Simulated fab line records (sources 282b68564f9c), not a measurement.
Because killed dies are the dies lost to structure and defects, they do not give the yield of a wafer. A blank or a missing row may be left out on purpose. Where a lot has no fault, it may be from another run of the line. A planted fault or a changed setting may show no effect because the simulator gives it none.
A struck lot beside a sound one :: flow rit-cmos :: 42 out of 202 route steps
Sound: wafers L501.1, L501.2, L501.3. Struck: wafers L509.1, L509.4, L509.6. At the end, the cause is stated.
Per side, at each step with rows, come the tool, then ch with its chambers, and then its first start. Under that, the readings that differ: sound wafers :: struck wafers :: difference of the means :: sigmas: that difference in standard deviations of wafers without a fault.
alike: words and numbers the same on both sides, and readings whose means are apart by under 2 such deviations; not compared: readings that were withheld, readings missing a value for some wafer, numbers with overlapping values and no deviation given by the record, and bounds like >300 which may hide the same value.
A row with sigmas, a row that says differs or no value, or rows on one side alone: a step with any of these is where the two part. Numbers that don't overlap but have no deviation are shown without sigmas and don't part them. A reading missing from all wafers of one side parts the sides only when that side holds two or more wafers.

RIT_ACTIVE_BOW_MEAS_00:
  sound: film-metro-03 at day 2 21:00; struck: film-metro-03 at day 4 13:00
  alike: INCOMING_BOW
then, 1 step without rows for these wafers: RIT_ACTIVE_OXIDATION_01 (target thk 46.8 nm, ox time 3360 s).
RIT_ACTIVE_THK_MEAS_02:
  sound: film-metro-03 at day 2 23:03; struck: film-metro-04 at day 4 15:03
  alike: ACTIVE_OXIDE_THK
then, 1 step without rows for these wafers: RIT_ACTIVE_CVD_03 (deposits Si3N4 from SiH2Cl2/NH3, target thk 150 nm, time 1500 s).
RIT_ACTIVE_THK_MEAS_04:
  sound: film-metro-03 at day 3 00:32; struck: film-metro-04 at day 4 16:32
reading: ACTIVE_NITRIDE_THK (nm)
sound: 152.3 151.9 152.9
struck: 148.9 148.2 149.4
difference: -3.5
sigmas: -3
then, 5 steps without rows for these wafers: RIT_ACTIVE_HMDS_05 (prime time 60 s); RIT_ACTIVE_COAT_06 (resist thk 1000 nm); RIT_ACTIVE_SOFTBAKE_07 (time 60 s); RIT_ACTIVE_EXPOSE_08 (exposes mask M1, target cd 1400 nm); RIT_ACTIVE_PEB_09.
RIT_ACTIVE_DEVELOP_10: develop time 50 s.
  sound on litho-track-02 ch 0, day 3 01:00; struck on litho-track-02 ch 0, day 4 17:00
reading: developer-temp-C (C)
sound: 23.11 23.09 23.16
struck: 20.65 20.60 20.73
difference: -2.46
sigmas: -22
RIT_ACTIVE_CD_MEAS_11: target cd 1400 nm.
  sound: cd-sem-01 at day 3 01:33; struck: cd-sem-01 at day 4 17:34
reading: cd-nm (nm)
sound: 1403.5 1400.5 1400.6
struck: 1393.5 1389.3 1390.6
difference: -10.4
sigmas: -5
then, 1 step without rows for these wafers: RIT_ACTIVE_HARDBAKE_12 (time 60 s).
RIT_ACTIVE_ETCH_13: etches Si3N4 in SF6, stops on SiO2, time 210 s, target depth 210 nm.
  sound on rie-diel-02 ch 0,1,3, day 3 01:49; struck on rie-diel-04 ch 0,1, day 4 17:50
  alike: drypump-motor-current-A, oes-product-au, throttle-valve-pct
  not compared: rf-hours-counter-h
RIT_ACTIVE_STRIP_14: strips in O2, time 180 s.
  sound on plasma-asher-02 ch 0,1, day 3 01:57; struck on plasma-asher-03 ch 1, day 4 17:58
  alike: drypump-motor-current-A
  not compared: rf-hours-counter-h
RIT_ACTIVE_CD_MEAS_90: target cd 1400 nm.
  sound: cd-sem-01 at day 3 02:07; struck: cd-sem-02 at day 4 18:08
reading: cd-nm (nm)
sound: 1403.5 1400.8 1400.5
struck: 1393.3 1389.8 1390.3
difference: -10.5
sigmas: -4
then, 4 steps without rows for these wafers: RIT_ACTIVE_CLEAN_15 (cleans in SC1, time 600 s); RIT_ACTIVE_CLEAN_16 (cleans in dHF, time 30 s); RIT_ACTIVE_CLEAN_17 (cleans in SC2, time 600 s); RIT_FOX1_OXIDATION_00 (target thk 350.7 nm, ox time 1130 s).
RIT_FOX1_THK_MEAS_01:
  sound: film-metro-02 at day 3 03:56; struck: film-metro-01 at day 4 19:57
  alike: FOX1_OXIDE_THK
then, 2 steps without rows for these wafers: RIT_FOX1_WET_ETCH_02 (etches SiO2 in BOE, target depth 350 nm, time 390 s); RIT_FOX2_OXIDATION_00 (target thk 350.7 nm, ox time 1130 s).
RIT_FOX2_THK_MEAS_01:
  sound: film-metro-01 at day 3 05:26; struck: film-metro-02 at day 4 21:26
  alike: FOX2_OXIDE_THK
then, 2 steps without rows for these wafers: RIT_FOX2_CLEAN_02 (cleans in dHF, time 180 s); RIT_FOX2_WET_ETCH_03 (etches Si3N4 in H3PO4, target depth 195 nm, time 2700 s).
RIT_FOX2_THK_MEAS_90:
  sound: film-metro-02 at day 3 07:04; struck: film-metro-01 at day 4 22:19
  alike: FIELD_OXIDE_LEFT_1_THK
then, 6 steps without rows for these wafers: RIT_NWELL_HMDS_00 (prime time 60 s); RIT_NWELL_COAT_01 (resist thk 1300 nm); RIT_NWELL_SOFTBAKE_02 (time 60 s); RIT_NWELL_EXPOSE_03 (exposes mask M2, target cd 43900 nm); RIT_NWELL_PEB_04; RIT_NWELL_DEVELOP_05 (develop time 68 s).
RIT_NWELL_OVL_MEAS_06:
  sound: overlay-02 at day 3 08:01; struck: overlay-02 at day 4 23:16
  alike: NWELL_OVL
then, 2 steps without rows for these wafers: RIT_NWELL_HARDBAKE_07 (time 120 s); RIT_NWELL_IMPLANT_08.
RIT_NWELL_STRIP_09: strips in O2, time 180 s.
  sound on plasma-asher-02 ch 0,1, day 3 08:27; struck on plasma-asher-01 ch 0,1, day 4 23:41
  alike: drypump-motor-current-A
  not compared: rf-hours-counter-h
RIT_NWELL_TW_MEAS_10:
  sound: film-metro-01 at day 3 08:37; struck: film-metro-01 at day 4 23:52
  alike: NWELL_TW
then, 2 steps without rows for these wafers: RIT_PWELL_HMDS_00 (prime time 60 s); RIT_PWELL_COAT_01 (resist thk 1300 nm).
RIT_GATE_ETCH_19: etches poly-Si in SF6/CHF3/O2, stops on SiO2, time 165 s, target depth 312.5 nm.
  sound on rie-si-02 ch 1,2,3, day 4 00:59; struck on rie-si-02 ch 1,2, day 5 15:25
reading: model.GATE.cd-nm (nm)
sound: 149.1 149.5 151.5
struck: 145.3 144.4 146.2
difference: -4.7
sigmas: 
  alike: drypump-motor-current-A, oes-product-au, throttle-valve-pct
  not compared: rf-hours-counter-h
RIT_M1_PROBE_99:
  sound: prober-01 at day 4 21:20; struck: prober-02 at day 6 11:28
reading: model.etest.pmos_0p15.r-on-ohm-um
sound: 2867 2901 2934
struck: 2546 2628 2650
difference: -293
sigmas: 

reading: model.etest.pmos-turned.r-on-ohm-um
sound: 3565 3593 3663
struck: 3142 3266 3298
difference: -372
sigmas: 

reading: model.etest.nmos_0p15.drive-ua-um
sound: 452.4 452.6 442.1
struck: 495 496.9 489.4
difference: +45
sigmas: 

reading: model.etest.pmos_0p15.drive-ua-um
sound: 241.8 241.8 237.6
struck: 277.5 270.6 269.6
difference: +32.2
sigmas: 

reading: model.etest.npoly-line.line-ohm-um
sound: 165.1 167.9 161.2
struck: 173.7 173.5 173.6
difference: +8.9
sigmas: 

reading: model.etest.ppoly-line.line-ohm-um
sound: 159.3 161.4 158.1
struck: 167.6 168.7 166.9
difference: +8.1
sigmas: 

reading: model.etest.ppoly-line.width-nm (nm)
sound: 101 102 103.5
struck: 98.85 97.97 100.2
difference: -3.16
sigmas: 

reading: model.etest.npoly-line.width-nm (nm)
sound: 100.5 101.8 102.4
struck: 97.75 96.59 98.94
difference: -3.81
sigmas: 
  alike: killed-at-front-end, killed-dies, killed-open, killed-short

WHERE THEY PART
First at RIT_ACTIVE_THK_MEAS_04; last, within this record, at RIT_ACTIVE_CD_MEAS_90. Later steps at which nothing parts them and some readings are alike: RIT_FOX1_THK_MEAS_01, RIT_FOX2_THK_MEAS_01, RIT_FOX2_THK_MEAS_90, RIT_NWELL_OVL_MEAS_06, RIT_NWELL_STRIP_09, RIT_NWELL_TW_MEAS_10, RIT_GATE_ETCH_19, RIT_M1_PROBE_99.

WHY: what had been put in by the simulator
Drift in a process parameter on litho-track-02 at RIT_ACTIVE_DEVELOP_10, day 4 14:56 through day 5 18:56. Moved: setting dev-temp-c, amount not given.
